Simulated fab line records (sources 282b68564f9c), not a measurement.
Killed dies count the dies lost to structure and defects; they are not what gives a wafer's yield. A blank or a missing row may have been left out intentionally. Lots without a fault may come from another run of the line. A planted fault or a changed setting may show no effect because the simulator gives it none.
Struck lot and sound lot, side by side / flow rit cmos / 26 out of 202 route steps
Sound: wafers L812.1, L812.2, L812.4. Struck: wafers L801.2, L801.5 (left out: L801.1, a lot-mate that was not struck); the cause follows at the end.
At each step with rows: each side's tool, then ch and its chambers, then its first start. Under that, the readings that differ: sound wafers / struck wafers / difference of the means / sigmas: that difference in standard deviations of wafers without a fault.
alike: words and numbers the same on both sides, and readings whose means are apart by under 2 such deviations; not compared: readings that were withheld, readings missing a value for some wafer, numbers with overlapping values and no deviation given by the record, and bounds like >300 which may hide the same value.
The two part at a step that has a row with sigmas, a row that says differs or no value, or rows on one side only. Numbers that don't overlap but have no deviation are shown without sigmas and don't part them. Lack of a reading on every wafer of one side parts them only where that side has two or more wafers.

first, 4 steps without rows for these wafers: RIT_CONTACT_SOFTBAKE_04 (time 60 s); RIT_CONTACT_EXPOSE_05 (exposes mask M11, target cd 1000 nm); RIT_CONTACT_PEB_06; RIT_CONTACT_DEVELOP_07 (develop time 120 s).
RIT_CONTACT_CD_MEAS_08 targets a cd of 1000 nm.
  sound on cd sem-01, day 7 13:47; struck on cd sem-01, day 5 07:38
  alike: cd nm
RIT_CONTACT_OVL_MEAS_09:
  sound on overlay-02, day 7 13:55; struck on overlay-02, day 5 07:46
  alike: CONTACT_OVL
then, 1 step without rows for these wafers: RIT_CONTACT_HARDBAKE_10 (time 60 s).
RIT_CONTACT_ETCH_11: etches SiO2 in CHF3/CF4/Ar, stops on TiSi2, target depth 480 nm, time 320 s.
  sound on rie diel-01 ch 0,1,3, day 7 14:06; struck on rie diel-01 ch 2, day 5 07:56
reading=drypump motor current A (A); sound=6.0 6.6 5.9; struck=4.6 4.6; difference=-1.6; sigmas=-2
reading=oes product au (a.u.); sound=1.012 1.005 0.998; struck=0.967 0.968; difference=-0.037; sigmas=-2
  alike: throttle valve pct
  not compared: rf hours counter h
RIT_CONTACT_STRIP_12: strips in O2, time 180 s.
  sound on plasma asher-02 ch 0,1, day 7 14:17; struck on plasma asher-03 ch 0, day 5 08:08
  alike: drypump motor current A
  not compared: rf hours counter h
RIT_CONTACT_CD_MEAS_90 targets a cd of 1000 nm.
  sound on cd sem-02, day 7 14:28; struck on cd sem-01, day 5 08:19
  alike: cd nm
then, 2 steps without rows for these wafers: RIT_CONTACT_CLEAN_13 (cleans in SC1, time 600 s); RIT_CONTACT_CLEAN_14 (cleans in SC2, time 600 s).
RIT_M1_SPUTTER_00: material Al, target thk 400 nm, time 500 s.
  sound on pvd sputter-03, day 7 14:58; struck on pvd sputter-02, day 5 08:47
reading=model.Al_of_M1_SPUTTER_00.thk nm (nm); sound=406.1 405.5 406.5; struck=152.3 153.7; difference=-253.0; sigmas=
  alike: cathode dc power W, throttle valve pct
RIT_M1_RS_MEAS_01: a four-point-probe measurement.
  sound on film metro-01, day 7 15:16; struck on film metro-03, day 5 09:22
reading=M1_AL_RS (ohm/sq); sound=0.0723 0.0724 0.0722; struck=0.2041 0.2019; difference=+0.1307; sigmas=+99 or more
  not compared: hold
RIT_M1_THK_MEAS_02: measures by xrf.
  sound on film metro-01, day 7 15:23; struck on film metro-03, day 5 11:42
reading=M1_AL_THK (nm); sound=402 397 400; struck=152 152; difference=-248; sigmas=-42
  not compared: hold
then, 5 steps without rows for these wafers: RIT_M1_COAT_04 (resist thk 1300 nm); RIT_M1_SOFTBAKE_05 (time 60 s); RIT_M1_EXPOSE_06 (exposes mask M12, target cd 2600 nm); RIT_M1_PEB_07; RIT_M1_DEVELOP_08 (develop time 68 s).
RIT_M1_CD_MEAS_09 targets a cd of 2600 nm.
  sound on cd sem-01, day 7 16:19; struck on cd sem-02, day 5 16:38
  alike: cd nm
RIT_M1_OVL_MEAS_10:
  sound on overlay-01, day 7 16:26; struck on overlay-02, day 5 16:46
  alike: M1_OVL
then, 1 step without rows for these wafers: RIT_M1_HARDBAKE_11 (time 120 s).
RIT_M1_METAL_ETCH_12: etches Al in Cl2/BCl3, stops on SiO2, time 165 s, target depth 600 nm.
  sound on rie metal-04 ch 0,1, day 7 16:44; struck on rie metal-01 ch 0, day 5 17:03
reading=oes product au (a.u.); sound=0.789 0.780 0.779; struck=0.499 0.507; difference=-0.280; sigmas=-23
  alike: drypump motor current A, throttle valve pct
  not compared: rf hours counter h
then, 1 step without rows for these wafers: RIT_M1_STRIP_13 (strips in nmp, time 600 s).
RIT_M1_PROBE_99:
  sound on prober-02, day 7 19:00; struck on prober-01, day 5 21:49
reading=hold; sound=- - -; struck=await dispo/2.2h/release await dispo/2.2h/release; difference=no value on the sound wafers; sigmas=
  alike: defect limited yield, killed at front end, killed dies, killed on rim, killed open, killed short, sort_bin_3_pad_short, sort_bin_5_function, sort_bin_6_memory, sort n pass, sort yield pct

## WHERE THEY PART
Earliest at RIT_CONTACT_ETCH_11; latest, in this record, at RIT_M1_PROBE_99.

WHY: what the simulator had put in
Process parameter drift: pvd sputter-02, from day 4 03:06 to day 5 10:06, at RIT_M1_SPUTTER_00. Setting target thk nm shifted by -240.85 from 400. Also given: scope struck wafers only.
